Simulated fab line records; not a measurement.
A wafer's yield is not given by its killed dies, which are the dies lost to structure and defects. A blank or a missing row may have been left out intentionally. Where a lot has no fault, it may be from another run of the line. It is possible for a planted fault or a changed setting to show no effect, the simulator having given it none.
Split-lot experiment || flow rit cmos || on a route of 202 steps: 5 lots, 23 wafers read

## ON THE SPLIT
At RIT_PWELL_IMPLANT_08, the setting energy kev was moved away from the recipe's 170 on 8 of the 23 wafers read, by +2.8% to +3.7%. This setting was run at the recipe's value on the other wafers.

The split's own step is where the reading is taken.

## THE READING
In nm, at RIT_PWELL_IMPLANT_08: implant.drp nm, which is the simulator's own figure and was read by no gauge. There is no usual value for it anywhere in the file.

{"wafer": "L074.2", "tool, chamber at the split": "implanter-01, 0", "energy kev as run": 176.3, "against the recipe": "+3.7%", "implant.drp nm, nm": 103.9, "against lot-mates on the recipe": "+1.0"}
{"wafer": "L074.3", "tool, chamber at the split": "implanter-01, 0", "energy kev as run": 176.3, "against the recipe": "+3.7%", "implant.drp nm, nm": 103.9, "against lot-mates on the recipe": "+1.0"}
{"wafer": "L074.6", "tool, chamber at the split": "implanter-01, 0", "energy kev as run": 176.3, "against the recipe": "+3.7%", "implant.drp nm, nm": 103.9, "against lot-mates on the recipe": "+1.0"}
{"wafer": "L074.4", "tool, chamber at the split": "implanter-01, 0", "energy kev as run": 170, "against the recipe": "recipe", "implant.drp nm, nm": 102.9, "against lot-mates on the recipe": "-"}
{"wafer": "L074.5", "tool, chamber at the split": "implanter-01, 0", "energy kev as run": 170, "against the recipe": "recipe", "implant.drp nm, nm": 102.9, "against lot-mates on the recipe": "-"}
{"wafer": "L076.1", "tool, chamber at the split": "implanter-01, 0", "energy kev as run": 170, "against the recipe": "recipe", "implant.drp nm, nm": 102.9, "against lot-mates on the recipe": "-"}
{"wafer": "L076.4", "tool, chamber at the split": "implanter-01, 0", "energy kev as run": 170, "against the recipe": "recipe", "implant.drp nm, nm": 102.9, "against lot-mates on the recipe": "-"}
{"wafer": "L076.2", "tool, chamber at the split": "implanter-01, 0", "energy kev as run": 176.1, "against the recipe": "+3.6%", "implant.drp nm, nm": 103.9, "against lot-mates on the recipe": "+1.0"}
{"wafer": "L076.3", "tool, chamber at the split": "implanter-01, 0", "energy kev as run": 176.1, "against the recipe": "+3.6%", "implant.drp nm, nm": 103.9, "against lot-mates on the recipe": "+1.0"}
{"wafer": "L076.6", "tool, chamber at the split": "implanter-01, 0", "energy kev as run": 176.1, "against the recipe": "+3.6%", "implant.drp nm, nm": 103.9, "against lot-mates on the recipe": "+1.0"}
{"wafer": "L077.1", "tool, chamber at the split": "implanter-01, 0", "energy kev as run": 174.7, "against the recipe": "+2.8%", "implant.drp nm, nm": 103.6, "against lot-mates on the recipe": "+0.7"}
{"wafer": "L077.3", "tool, chamber at the split": "implanter-01, 0", "energy kev as run": 174.7, "against the recipe": "+2.8%", "implant.drp nm, nm": 103.6, "against lot-mates on the recipe": "+0.7"}
{"wafer": "L077.2", "tool, chamber at the split": "implanter-01, 0", "energy kev as run": 170, "against the recipe": "recipe", "implant.drp nm, nm": 102.9, "against lot-mates on the recipe": "-"}
{"wafer": "L077.5", "tool, chamber at the split": "implanter-01, 0", "energy kev as run": 170, "against the recipe": "recipe", "implant.drp nm, nm": 102.9, "against lot-mates on the recipe": "-"}
{"wafer": "L077.6", "tool, chamber at the split": "implanter-01, 0", "energy kev as run": 170, "against the recipe": "recipe", "implant.drp nm, nm": 102.9, "against lot-mates on the recipe": "-"}
{"wafer": "L082.2", "tool, chamber at the split": "implanter-03, 0", "energy kev as run": 170, "against the recipe": "recipe", "implant.drp nm, nm": 102.9, "against lot-mates on the recipe": "-"}
{"wafer": "L082.3", "tool, chamber at the split": "implanter-03, 0", "energy kev as run": 170, "against the recipe": "recipe", "implant.drp nm, nm": 102.9, "against lot-mates on the recipe": "-"}
{"wafer": "L082.4", "tool, chamber at the split": "implanter-03, 0", "energy kev as run": 170, "against the recipe": "recipe", "implant.drp nm, nm": 102.9, "against lot-mates on the recipe": "-"}
{"wafer": "L082.5", "tool, chamber at the split": "implanter-03, 0", "energy kev as run": 170, "against the recipe": "recipe", "implant.drp nm, nm": 102.9, "against lot-mates on the recipe": "-"}
{"wafer": "L082.6", "tool, chamber at the split": "implanter-03, 0", "energy kev as run": 170, "against the recipe": "recipe", "implant.drp nm, nm": 102.9, "against lot-mates on the recipe": "-"}
{"wafer": "L083.1", "tool, chamber at the split": "implanter-01, 0", "energy kev as run": 170, "against the recipe": "recipe", "implant.drp nm, nm": 102.9, "against lot-mates on the recipe": "-"}
{"wafer": "L083.3", "tool, chamber at the split": "implanter-01, 0", "energy kev as run": 170, "against the recipe": "recipe", "implant.drp nm, nm": 102.9, "against lot-mates on the recipe": "-"}
{"wafer": "L083.4", "tool, chamber at the split": "implanter-01, 0", "energy kev as run": 170, "against the recipe": "recipe", "implant.drp nm, nm": 102.9, "against lot-mates on the recipe": "-"}

THE FIT
A straight line over all 23 wafers: implant.drp nm changes by +0.271 nm for each +1% of energy kev; r = +1.00; the points scatter about the line by 0.018 nm.
The same after taking each lot's own level away (the mean of its wafers on the recipe; 23 wafers): +0.271 nm for each +1%; r = +1.00; scatter 0.018 nm.
Per that fit: largest energy kev move, reading shift of 1 nm.
The lots' own levels span 102.90 to 102.90 nm.
The two slopes agree, so the slope changes little with the lot-to-lot level.
Check: +1 nm against its lot-mates is what the line predicts for one of the wafers moved furthest among these (+3.7%) when that wafer is left out of the fit. Against them it came out at +1 nm.

## ADDITIONAL SPLITS CARRIED BY THESE WAFERS
Before the reading, these wafers also passed through other splits. Each is held against what the fit with the lots' levels taken away leaves over:
{"other split on the same wafers": "RIT_ACTIVE_CVD_03 nh3 flow sccm", "wafers away from the commonest value": 18, "r with implant.drp nm (lot level and that fit taken away)": "+0.22"}
{"other split on the same wafers": "RIT_ACTIVE_ETCH_13 rf w", "wafers away from the commonest value": 10, "r with implant.drp nm (lot level and that fit taken away)": "+0.18"}
{"other split on the same wafers": "RIT_FOX1_WET_ETCH_02 time s", "wafers away from the commonest value": 18, "r with implant.drp nm (lot level and that fit taken away)": "+0.40"}
{"other split on the same wafers": "RIT_PWELL_COAT_01 resist thk nm", "wafers away from the commonest value": 7, "r with implant.drp nm (lot level and that fit taken away)": "+0.08"}

## FILE'S OWN FIT
implant.drp nm changes by +0.269 nm for each +1% of energy kev, r = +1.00.
